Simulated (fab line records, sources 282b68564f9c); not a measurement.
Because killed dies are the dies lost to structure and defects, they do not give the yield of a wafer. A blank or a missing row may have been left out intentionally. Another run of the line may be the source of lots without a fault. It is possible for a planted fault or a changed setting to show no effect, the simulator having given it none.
The tool behind it: which one? -- flow rit-cmos -- 13 lots, 39 wafers sampled, at 4 steps of a route of 202

## WHAT THE GAUGES SHOWED, per wafer
RIT_NRETRO_OVL_MEAS_06.
lot,measured,on,NRETRO_OVL (nm)
L703,day 2 15:00,overlay-01,2.3 1.3 3.9
L704,day 2 20:23,overlay-02,- - -
L708,day 3 16:29,overlay-01,1.0 0.5 0.0
L712,day 4 11:44,overlay-02,2.1 1.5 0.2
L714,day 4 22:01,overlay-01,2.2 2.1 1.3
L715,day 5 03:55,overlay-01,-0.9 -2.1 -0.9
L716,day 5 08:16,overlay-02,2.7 2.3 1.6
L717,day 5 13:54,overlay-01,-0.3 -0.7 1.8
L719,day 5 23:48,overlay-02,-0.2 -1.6 -0.8
L720,day 6 04:18,overlay-02,-0.9 0.2 -1.0
L721,day 6 08:56,overlay-02,0.4 -0.7 -1.7
L723,day 6 19:33,overlay-01,2.3 1.1 2.8
L724,day 7 00:11,overlay-01,0.6 2.2 2.7

RIT_NRETRO_TW_MEAS_10.
lot,measured,on,NRETRO_TW
L703,day 2 15:37,film-metro-01,1065 1071 1071
L704,day 2 20:59,film-metro-04,30 30 30
L708,day 3 17:05,film-metro-04,1064 1061 1063
L712,day 4 12:22,film-metro-04,1049 1052 1053
L714,day 4 22:37,film-metro-04,1051 1057 1055
L715,day 5 04:31,film-metro-04,1064 1060 1062
L716,day 5 08:52,film-metro-01,1063 1063 1059
L717,day 5 14:31,film-metro-02,1062 1066 1063
L719,day 6 00:25,film-metro-01,1065 1062 1060
L720,day 6 04:55,film-metro-02,1057 1057 1057
L721,day 6 09:34,film-metro-04,1057 1063 1063
L723,day 6 20:11,film-metro-02,1056 1059 1058
L724,day 7 00:49,film-metro-02,1055 1055 1056

RIT_PRETRO_TW_MEAS_10.
lot,measured,on,PRETRO_TW
L703,day 2 17:17,film-metro-02,480 483 482
L704,day 2 22:40,film-metro-02,1093 1097 1096
L708,day 3 18:50,film-metro-03,477 477 476
L712,day 4 14:02,film-metro-02,478 477 477
L714,day 5 00:14,film-metro-04,476 479 475
L715,day 5 06:05,film-metro-02,478 479 479
L716,day 5 10:26,film-metro-04,474 477 476
L717,day 5 16:04,film-metro-02,478 477 476
L719,day 6 02:07,film-metro-03,474 473 475
L720,day 6 06:28,film-metro-02,476 476 476
L721,day 6 11:14,film-metro-02,475 477 475
L723,day 6 21:51,film-metro-03,471 472 470
L724,day 7 02:33,film-metro-04,476 472 475

## WHICH TOOL RAN EACH LOT (tool, then ch and the chambers of the sampled wafers, then the start)
lot,RIT_NRETRO_EXPOSE_03
L703,"iline-stepper-01 ch 0, day 2 14:34"
L704,"iline-stepper-02 ch 0, day 2 19:57"
L708,"iline-stepper-01 ch 0, day 3 16:03"
L712,"iline-stepper-01 ch 0, day 4 11:20"
L714,"iline-stepper-01 ch 0, day 4 21:35"
L715,"iline-stepper-01 ch 0, day 5 03:29"
L716,"iline-stepper-02 ch 0, day 5 07:50"
L717,"iline-stepper-02 ch 0, day 5 13:29"
L719,"iline-stepper-02 ch 0, day 5 23:24"
L720,"iline-stepper-02 ch 0, day 6 03:55"
L721,"iline-stepper-01 ch 0, day 6 08:31"
L723,"iline-stepper-02 ch 0, day 6 19:10"
L724,"iline-stepper-02 ch 0, day 6 23:47"
- RIT_NRETRO_EXPOSE_03: exposes mask M4, target cd 43900 nm.

## AS READ BY THE TOOLS THEMSELVES (means over the sampled wafers that have a number; for cases with no such wafer, the mark the record gives instead)
The record holds no such reading with a usual standard deviation.

## THE ANSWER, worked out from the rows above alone
Rule: the lots themselves supply what counts as usual. Put in order of their means at a reading, lots are off if they are a third of the lots or fewer, leave a main group of 4 or more, and stand apart from it by a gap of 3 or more times the standard deviation of the main group's means; of several such gaps the widest counts. A main group is skipped when, at the precision printed for the reading in the tables above, its means are all equal. Also off: a lot with no number at a reading for which 4 or more lots have one. Any other lot the step has rows for is counted as sound. Order of review: gauges by route order, followed by the tools' own readings, for which a lot's mean as printed above is used. The first step at which some lot is off is used, and at that step the reading that is off furthest; a lot without a number counts as furthest.
Off: L704, at RIT_NRETRO_OVL_MEAS_06 (NRETRO_OVL). Without a number there: L704. Main group: mean 0.8 nm, sd 1.3.
If a tool, at a process step before that reading, ran all the lots that are off and no sound lot after the first of them, it fits. Not tried: the gauges at RIT_NRETRO_OVL_MEAS_06; whatever is off there is also off at RIT_NRETRO_TW_MEAS_10, on other tools, and gauge error can't account for it. Of those tried, none fits.

## WHAT HAD BEEN PUT IN BY THE SIMULATOR
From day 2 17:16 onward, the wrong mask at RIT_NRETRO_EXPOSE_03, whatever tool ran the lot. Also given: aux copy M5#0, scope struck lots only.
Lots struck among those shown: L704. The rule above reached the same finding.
